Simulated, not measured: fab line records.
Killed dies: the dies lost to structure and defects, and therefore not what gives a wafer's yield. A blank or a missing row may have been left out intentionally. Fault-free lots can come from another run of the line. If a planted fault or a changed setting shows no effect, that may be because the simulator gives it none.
Code-filled problem report in 8D (eight disciplines) form :: flow berkeley-cmos170 :: the parts of the form that need people (team, actions taken, sign-off) are left out

## 1. WHAT IS WRONG
Mean of run-length-s at UCB170_M1_METAL_ETCH_12: 170.7 s across 6 wafers in 2 lots; on wafers with no fault it is 158.5 s (standard deviation 0.6). Relative to the usual mean, that is a shift of +20 standard deviations.
The step: etches Al in Cl2/BCl3, stops on PSG, target depth 780 nm, time 130 s.
Earliest sighting: wafer L725.1 on rie-metal-03 at day 12 00:56. At this step, 42 wafers from 14 lots have a number in the record. By rule, "out" or "out of limits" means more than 4 standard deviations away from the usual mean. The rest of the wafers with a number are treated as sound.

## 2. WHAT IT IS AND WHAT IT IS NOT
question: which readings at this step
is: run-length-s
is not: drypump-motor-current-A, he-backside-leak-sccm, mfc-cl2-sccm, throttle-valve-pct

question: which lots
is: L725, L726
is not: L705, L707, L711, L712, L713, L714, L716, L717, L719, L720, L721, L724

question: which wafers of those lots
is: all that have a number
is not: -

question: read on which tools
is: rie-metal-03
is not: rie-metal-01, rie-metal-04

question: when
is: from day 12 00:56
is not: up to then (33 sound wafers); but 3 sound wafers of L724 came after

## 3. WHAT RULES OUT EACH SUSPECT
Counting: a tool at a process step up to the reading stays a suspect if it ran every lot that is out and no sound lot after the first of them.
- rie-metal-03 at UCB170_M1_METAL_ETCH_12 (etches Al in Cl2/BCl3, stops on PSG, target depth 780 nm, time 130 s): kept. It processed each lot that is out, first L725 at day 12 00:56, and no sound lot thereafter; up to then, the last sound lot it processed was L720 at day 11 14:23. Out on those wafers are its own readings of run-length-s.
The count leaves rie-metal-03 at UCB170_M1_METAL_ETCH_12.

## 4. THE CAUSE (what the simulator had put in)
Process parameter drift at UCB170_M1_METAL_ETCH_12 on rie-metal-03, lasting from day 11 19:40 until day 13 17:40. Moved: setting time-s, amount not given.
Counting left only this tool.

## 5. THE CHAIN OF EFFECTS, in route order
One row per reading whose mean, taken over the struck wafers that have a number, lies over 3 standard deviations from the usual. Scope: only readings with a usual standard deviation given in the record; hours: median across lots of the time from each lot's start at the first step in this table that gives one to its start at this step; sigmas: change in usual standard deviations.
hours: 0
step: UCB170_M1_METAL_ETCH_12
reading: run-length-s
usual: 158.5 s
on struck wafers: 170.7
change: +12.2
sigmas: +20
Process steps it contains:
- UCB170_M1_METAL_ETCH_12: etches Al in Cl2/BCl3, stops on PSG, target depth 780 nm, time 130 s.

## 6. HOW IT WOULD HAVE BEEN CAUGHT EARLIER
In this record the first reading out of limits was taken at day 12 00:56, 5 hours after the fault began at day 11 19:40.
